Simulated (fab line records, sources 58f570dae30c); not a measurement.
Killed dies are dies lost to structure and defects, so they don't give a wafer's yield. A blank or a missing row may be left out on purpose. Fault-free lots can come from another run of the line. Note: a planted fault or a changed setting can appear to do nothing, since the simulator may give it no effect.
Which tool did it? || flow berkeley_cmos170 || 14 lots, 42 wafers sampled, at 2 steps of a route of 331

## WHAT THE GAUGES SHOWED, per wafer
UCB170_NLDD_TW_MEAS_11. Usual: NLDD_TW typically reads 2225, with standard deviation 13.
{"lot": "L284", "measured": "day 6 09:08", "on": "film_metro-02", "NLDD_TW": "2232 2245 2238", "flag": ""}
{"lot": "L287", "measured": "day 7 07:28", "on": "film_metro-02", "NLDD_TW": "2228 2250 2231", "flag": ""}
{"lot": "L288", "measured": "day 7 07:40", "on": "film_metro-02", "NLDD_TW": "2240 2240 2234", "flag": ""}
{"lot": "L289", "measured": "day 7 22:34", "on": "film_metro-02", "NLDD_TW": "2240 2228 2240", "flag": ""}
{"lot": "L290", "measured": "day 7 22:46", "on": "film_metro-01", "NLDD_TW": "2213 2208 2222", "flag": ""}
{"lot": "L292", "measured": "day 8 11:49", "on": "film_metro-02", "NLDD_TW": "2227 2230 2226", "flag": ""}
{"lot": "L295", "measured": "day 8 12:34", "on": "film_metro-01", "NLDD_TW": "2215 2208 2214", "flag": ""}
{"lot": "L297", "measured": "day 9 15:31", "on": "film_metro-02", "NLDD_TW": "2227 2228 2225", "flag": ""}
{"lot": "L301", "measured": "day 9 21:50", "on": "film_metro-02", "NLDD_TW": "2236 2227 2236", "flag": ""}
{"lot": "L299", "measured": "day 9 23:13", "on": "film_metro-01", "NLDD_TW": "2213 2203 2208", "flag": ""}
{"lot": "L303", "measured": "day 10 13:31", "on": "film_metro-01", "NLDD_TW": "2234 2238 2236", "flag": ""}
{"lot": "L306", "measured": "day 10 15:14", "on": "film_metro-04", "NLDD_TW": "2197 2202 2216", "flag": ""}
{"lot": "L304", "measured": "day 10 15:52", "on": "film_metro-04", "NLDD_TW": "2208 2202 2202", "flag": ""}
{"lot": "L307", "measured": "day 10 16:01", "on": "film_metro-01", "NLDD_TW": "2234 2234 2236", "flag": ""}

UCB170_PSD_OVL_MEAS_07. Usual: PSD_OVL typically reads -5 nm, with standard deviation 4.6.
{"lot": "L284", "measured": "day 6 16:02", "on": "overlay-02", "PSD_OVL (nm)": "-5 -1 -6", "flag": ""}
{"lot": "L287", "measured": "day 7 13:18", "on": "overlay-02", "PSD_OVL (nm)": "-7 -6 -6", "flag": ""}
{"lot": "L288", "measured": "day 7 13:33", "on": "overlay-01", "PSD_OVL (nm)": "-13 -7 -10", "flag": ""}
{"lot": "L289", "measured": "day 8 03:53", "on": "overlay-01", "PSD_OVL (nm)": "-4 -6 -11", "flag": ""}
{"lot": "L290", "measured": "day 8 03:56", "on": "overlay-02", "PSD_OVL (nm)": "1 -1 -4", "flag": ""}
{"lot": "L292", "measured": "day 8 16:14", "on": "overlay-02", "PSD_OVL (nm)": "-5 1 -15", "flag": ""}
{"lot": "L295", "measured": "day 8 17:04", "on": "overlay-02", "PSD_OVL (nm)": "1 -2 1", "flag": ""}
{"lot": "L297", "measured": "day 9 21:54", "on": "overlay-02", "PSD_OVL (nm)": "1 -2 -10", "flag": ""}
{"lot": "L301", "measured": "day 10 02:30", "on": "overlay-02", "PSD_OVL (nm)": "-11 -2 -10", "flag": ""}
{"lot": "L299", "measured": "day 10 05:38", "on": "overlay-02", "PSD_OVL (nm)": "-5 -6 -5", "flag": ""}
{"lot": "L303", "measured": "day 10 18:28", "on": "overlay-01", "PSD_OVL (nm)": "-5 0 -8", "flag": ""}
{"lot": "L306", "measured": "day 10 20:40", "on": "overlay-02", "PSD_OVL (nm)": "-20 -9 -7", "flag": ""}
{"lot": "L304", "measured": "day 10 20:32", "on": "overlay-01", "PSD_OVL (nm)": "-13 -11 -10", "flag": ""}
{"lot": "L307", "measured": "day 10 20:56", "on": "overlay-01", "PSD_OVL (nm)": "-10 -8 -8", "flag": ""}

## WHAT TOOL EACH LOT RAN ON (gives the tool, then ch and the chambers of the sampled wafers, and finally the start)
Before these readings, the record contains no process step.

## AS READ BY THE TOOLS THEMSELVES (means over the sampled wafers that have a number; for cases with no such wafer, the mark the record gives instead)
The record holds no such reading with a usual standard deviation.

## THE ANSWER, worked out from the rows above alone
Rule: a lot is off if the mean of its wafers that have a number lies more than 3 standard deviations from the usual mean. A lot without any number at a reading at which 4 lots or more have one is off too. The other lots that the step has rows for count as sound. First the gauges in route order, then the tools' own readings, where a lot's mean is used as printed above. At the first step where some lot is off, the reading lying furthest off is the one used; lots without a number count as furthest.
No lot is off at any reading shown: from this, nothing can be told.

## WHAT THE SIMULATOR HAD PUT IN
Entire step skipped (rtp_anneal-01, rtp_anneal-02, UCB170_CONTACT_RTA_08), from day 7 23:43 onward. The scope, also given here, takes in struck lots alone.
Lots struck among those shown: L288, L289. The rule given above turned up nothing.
